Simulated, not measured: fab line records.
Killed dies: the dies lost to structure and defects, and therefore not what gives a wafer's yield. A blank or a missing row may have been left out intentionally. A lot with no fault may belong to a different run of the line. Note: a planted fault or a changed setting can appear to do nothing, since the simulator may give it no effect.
Split-lot study || flow berkeley-cmos170 || 5 lots, 23 wafers read, on a route of 331 steps

== ABOUT THE SPLIT ==
At UCB170_PWELL_PEB_11, the setting peb-temp-c was moved away from the recipe's 130 C on 9 of the 23 wafers read, by -1.9% to +2.2%. The other wafers ran this setting at the recipe's value.

The file shows no step between the split and the reading.

== THE READING ==
PWELL.cd-nm (the simulator's own value, which no gauge read), in nm, at UCB170_PWELL_DEVELOP_12 (develop time 45 s). The file does not state a usual value for it. The 14 wafers here that ran the recipe average 2999 nm, standard deviation 0.7 nm.

{"wafer": "L074.1", "tool, chamber at the split": "litho-track-01, 0", "peb-temp-c as run, C": 130, "against the recipe": "recipe", "PWELL.cd-nm, nm": 3000, "against lot-mates on the recipe": "-"}
{"wafer": "L074.4", "tool, chamber at the split": "litho-track-01, 0", "peb-temp-c as run, C": 130, "against the recipe": "recipe", "PWELL.cd-nm, nm": 3000, "against lot-mates on the recipe": "-"}
{"wafer": "L074.2", "tool, chamber at the split": "litho-track-01, 0", "peb-temp-c as run, C": 130, "against the recipe": "recipe", "PWELL.cd-nm, nm": 2999, "against lot-mates on the recipe": "-"}
{"wafer": "L074.3", "tool, chamber at the split": "litho-track-01, 0", "peb-temp-c as run, C": 130, "against the recipe": "recipe", "PWELL.cd-nm, nm": 2998, "against lot-mates on the recipe": "-"}
{"wafer": "L074.6", "tool, chamber at the split": "litho-track-01, 0", "peb-temp-c as run, C": 130, "against the recipe": "recipe", "PWELL.cd-nm, nm": 2998, "against lot-mates on the recipe": "-"}
{"wafer": "L075.1", "tool, chamber at the split": "litho-track-01, 0", "peb-temp-c as run, C": 130, "against the recipe": "recipe", "PWELL.cd-nm, nm": 3000, "against lot-mates on the recipe": "-"}
{"wafer": "L075.4", "tool, chamber at the split": "litho-track-01, 0", "peb-temp-c as run, C": 130, "against the recipe": "recipe", "PWELL.cd-nm, nm": 3000, "against lot-mates on the recipe": "-"}
{"wafer": "L075.2", "tool, chamber at the split": "litho-track-01, 0", "peb-temp-c as run, C": 132.8, "against the recipe": "+2.2%", "PWELL.cd-nm, nm": 3015, "against lot-mates on the recipe": "+15"}
{"wafer": "L075.3", "tool, chamber at the split": "litho-track-01, 0", "peb-temp-c as run, C": 132.8, "against the recipe": "+2.2%", "PWELL.cd-nm, nm": 3016, "against lot-mates on the recipe": "+16"}
{"wafer": "L075.5", "tool, chamber at the split": "litho-track-01, 0", "peb-temp-c as run, C": 132.8, "against the recipe": "+2.2%", "PWELL.cd-nm, nm": 3016, "against lot-mates on the recipe": "+16"}
{"wafer": "L076.1", "tool, chamber at the split": "litho-track-02, 0", "peb-temp-c as run, C": 130, "against the recipe": "recipe", "PWELL.cd-nm, nm": 2999, "against lot-mates on the recipe": "-"}
{"wafer": "L076.3", "tool, chamber at the split": "litho-track-02, 0", "peb-temp-c as run, C": 127.5, "against the recipe": "-1.9%", "PWELL.cd-nm, nm": 2981, "against lot-mates on the recipe": -18}
{"wafer": "L076.4", "tool, chamber at the split": "litho-track-02, 0", "peb-temp-c as run, C": 127.5, "against the recipe": "-1.9%", "PWELL.cd-nm, nm": 2979, "against lot-mates on the recipe": -20}
{"wafer": "L076.5", "tool, chamber at the split": "litho-track-02, 0", "peb-temp-c as run, C": 130, "against the recipe": "recipe", "PWELL.cd-nm, nm": 3000, "against lot-mates on the recipe": "-"}
{"wafer": "L076.6", "tool, chamber at the split": "litho-track-02, 0", "peb-temp-c as run, C": 127.5, "against the recipe": "-1.9%", "PWELL.cd-nm, nm": 2980, "against lot-mates on the recipe": -20}
{"wafer": "L082.1", "tool, chamber at the split": "litho-track-02, 0", "peb-temp-c as run, C": 130, "against the recipe": "recipe", "PWELL.cd-nm, nm": 2999, "against lot-mates on the recipe": "-"}
{"wafer": "L082.3", "tool, chamber at the split": "litho-track-02, 0", "peb-temp-c as run, C": 130, "against the recipe": "recipe", "PWELL.cd-nm, nm": 2999, "against lot-mates on the recipe": "-"}
{"wafer": "L082.5", "tool, chamber at the split": "litho-track-02, 0", "peb-temp-c as run, C": 130, "against the recipe": "recipe", "PWELL.cd-nm, nm": 2999, "against lot-mates on the recipe": "-"}
{"wafer": "L083.2", "tool, chamber at the split": "litho-track-02, 0", "peb-temp-c as run, C": 130, "against the recipe": "recipe", "PWELL.cd-nm, nm": 2999, "against lot-mates on the recipe": "-"}
{"wafer": "L083.3", "tool, chamber at the split": "litho-track-02, 0", "peb-temp-c as run, C": 131.6, "against the recipe": "+1.2%", "PWELL.cd-nm, nm": 3009, "against lot-mates on the recipe": "+10"}
{"wafer": "L083.4", "tool, chamber at the split": "litho-track-02, 0", "peb-temp-c as run, C": 131.6, "against the recipe": "+1.2%", "PWELL.cd-nm, nm": 3010, "against lot-mates on the recipe": "+10"}
{"wafer": "L083.6", "tool, chamber at the split": "litho-track-02, 0", "peb-temp-c as run, C": 131.6, "against the recipe": "+1.2%", "PWELL.cd-nm, nm": 3010, "against lot-mates on the recipe": "+10"}
{"wafer": "L083.5", "tool, chamber at the split": "litho-track-02, 0", "peb-temp-c as run, C": 130, "against the recipe": "recipe", "PWELL.cd-nm, nm": 3000, "against lot-mates on the recipe": "-"}

FIT RESULTS
A straight line over all 23 wafers: PWELL.cd-nm changes by +8.75 nm for each +1% of peb-temp-c; r = +0.99; the points scatter about the line by 1.3 nm.
The same after taking each lot's own level away (the mean of its wafers on the recipe; 23 wafers): +8.62 nm for each +1%; r = +0.99; scatter 1.5 nm.
On that fit, the largest move of peb-temp-c shifts the reading by 19 nm.
Across the lots, their own levels run from 2999.0 to 3000.0 nm, a range of 1.4 times the standard deviation given above.
Hence the lot-to-lot level has little effect on the slope; both slopes agree.
Check: for one of the wafers moved furthest among these (+2.2%), held out of the fit, the line's prediction against its lot-mates is +18.3 nm. It came out at +15 nm against them.

== ADDITIONAL SPLITS CARRIED BY THESE WAFERS ==
Other splits were also applied to these wafers ahead of the reading. Each is held against what the fit with the lots' levels taken away leaves over:
{"other split on the same wafers": "UCB170_START_OXIDATION_02 ox-time-s", "wafers away from the commonest value": 15, "r with PWELL.cd-nm (lot level and that fit taken away)": "+0.43"}
{"other split on the same wafers": "UCB170_NWELL_CVD_04 temp-c", "wafers away from the commonest value": 15, "r with PWELL.cd-nm (lot level and that fit taken away)": "+0.11"}
{"other split on the same wafers": "UCB170_NWELL_PEB_10 peb-temp-c", "wafers away from the commonest value": 7, "r with PWELL.cd-nm (lot level and that fit taken away)": -0.24}
{"other split on the same wafers": "UCB170_PWELL_CVD_05 temp-c", "wafers away from the commonest value": 15, "r with PWELL.cd-nm (lot level and that fit taken away)": -0.14}

== THE FILE'S OWN FIT ==
PWELL.cd-nm changes by +8.47 nm for each +1% of peb-temp-c, r = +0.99.
